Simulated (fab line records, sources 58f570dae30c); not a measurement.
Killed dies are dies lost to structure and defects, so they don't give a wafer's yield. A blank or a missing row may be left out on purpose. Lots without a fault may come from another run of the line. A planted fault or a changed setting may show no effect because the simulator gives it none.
One fault seen from 2 desks | flow berkeley_cmos170 | each desk has only its own numbers; what lay behind them comes last

THE TOOL OWNER'S DESK: krf_scanner-01
The tool's own readings at UCB170_GATE_EXPOSE_09 (exposes mask POLY, target cd 350 nm): means of the sampled wafers that have a number, for each lot that ran on this tool. A lot is out of limits, marked OUT, if its mean lies more than 4 standard deviations from the usual mean; the brackets give that distance.
Columns: A = exposure_dose_mJ_cm2 at UCB170_GATE_EXPOSE_09, usual 20.931
lot  | first seen here | A
L148 | day 7 12:16     | 20.931
L150 | day 8 17:10     | 20.938
L152 | day 8 17:17     | 20.919
L151 | day 8 17:25     | 20.949
L158 | day 10 00:21    | 20.920
L161 | day 11 01:45    | 20.804 (-5.5) OUT
This desk's finding: out of limits on L161; first on L161, day 11 01:45 (exposure_dose_mJ_cm2 at UCB170_GATE_EXPOSE_09). In limits: L148, L150, L152, L151, L158.

THE METROLOGY DESK
What the gauges read, lot by lot, whatever tool the lot ran on: means of the sampled wafers that have a number. A lot is out of limits, marked OUT, if its mean lies more than 4 standard deviations from the usual mean; the brackets give that distance.
Columns: A = cd_nm at UCB170_GATE_CD_MEAS_12, usual 350.4 nm
lot  | first seen here | A
L144 | day 6 22:26     | 350.3
L147 | day 7 12:43     | 350.3
L148 | day 7 12:52     | 349.7
L146 | day 7 13:00     | 349.3
L143 | day 7 13:17     | 351.4
L150 | day 8 17:34     | 349.4
L152 | day 8 17:41     | 349.0
L151 | day 8 17:48     | 350.2
L153 | day 9 10:08     | 351.0
L158 | day 10 00:58    | 350.5
L161 | day 11 02:11    | 346.8
L164 | day 11 07:54    | 349.2
L165 | day 11 22:54    | 350.0
This desk's finding: nothing out of limits on any of the 13 lots.

PUT TOGETHER
The tool owner's desk could have raised an alarm at day 11 01:45, on L161.
The metrology desk saw nothing out of limits.
The metrology desk has L161 on record, within its limits.
Of the lots named, all ran UCB170_GATE_EXPOSE_09 on krf_scanner-01.

WHAT THE SIMULATOR HAD PUT IN
Process parameter drift: krf_scanner-01, from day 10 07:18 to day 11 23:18, at UCB170_GATE_EXPOSE_09. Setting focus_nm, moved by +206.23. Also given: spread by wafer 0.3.
Lots struck among those shown: L161.
Hours from the fault's start to each desk's first reading out of limits: the tool owner's desk, 18.
